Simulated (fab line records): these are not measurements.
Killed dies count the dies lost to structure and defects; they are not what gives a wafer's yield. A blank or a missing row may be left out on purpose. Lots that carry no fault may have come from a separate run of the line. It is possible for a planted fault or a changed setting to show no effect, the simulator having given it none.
Which of the tools did it? || flow rit-cmos || at 1 step of a route of 202, 7 lots with 21 wafers sampled

== WHAT EACH GAUGE READ, for each wafer ==
RIT_ACTIVE_BOW_MEAS_00.
{"lot": "L809", "measured": "day 1 15:01", "on": "film-metro-03", "INCOMING_BOW (um)": "-9 1 -3"}
{"lot": "L813", "measured": "day 2 11:01", "on": "film-metro-02", "INCOMING_BOW (um)": "2 8 0"}
{"lot": "L815", "measured": "day 2 21:02", "on": "film-metro-02", "INCOMING_BOW (um)": "14 -2 4"}
{"lot": "L817", "measured": "day 3 07:00", "on": "film-metro-03", "INCOMING_BOW (um)": "0 0 -11"}
{"lot": "L819", "measured": "day 3 17:00", "on": "film-metro-02", "INCOMING_BOW (um)": "-2 -5 -6"}
{"lot": "L821", "measured": "day 4 03:00", "on": "film-metro-02", "INCOMING_BOW (um)": "-2 -1 -9"}
{"lot": "L831", "measured": "day 6 05:00", "on": "film-metro-04", "INCOMING_BOW (um)": "4 4 -5"}

== TOOL THAT RAN EACH LOT (tool first, then ch and the chambers of the sampled wafers, then the start) ==
The record shows no process step preceding these readings.

== THE ANSWER, worked out from the rows above alone ==
Rule: usual is defined by the lots themselves. Put in order of their means at a reading, lots are off if they are a third of the lots or fewer, leave a main group of 4 or more, and stand apart from it by a gap of 3 or more times the standard deviation of the main group's means; of several such gaps the widest counts. The tables above print the reading to a certain number of digits; a main group whose means all agree to those digits is not used. A lot without any number at a reading at which 4 lots or more have one is off too. All remaining lots with rows at the step are treated as sound.
No lot is off at any reading shown: from this, nothing can be told.

== WHAT THE SIMULATOR PUT IN ==
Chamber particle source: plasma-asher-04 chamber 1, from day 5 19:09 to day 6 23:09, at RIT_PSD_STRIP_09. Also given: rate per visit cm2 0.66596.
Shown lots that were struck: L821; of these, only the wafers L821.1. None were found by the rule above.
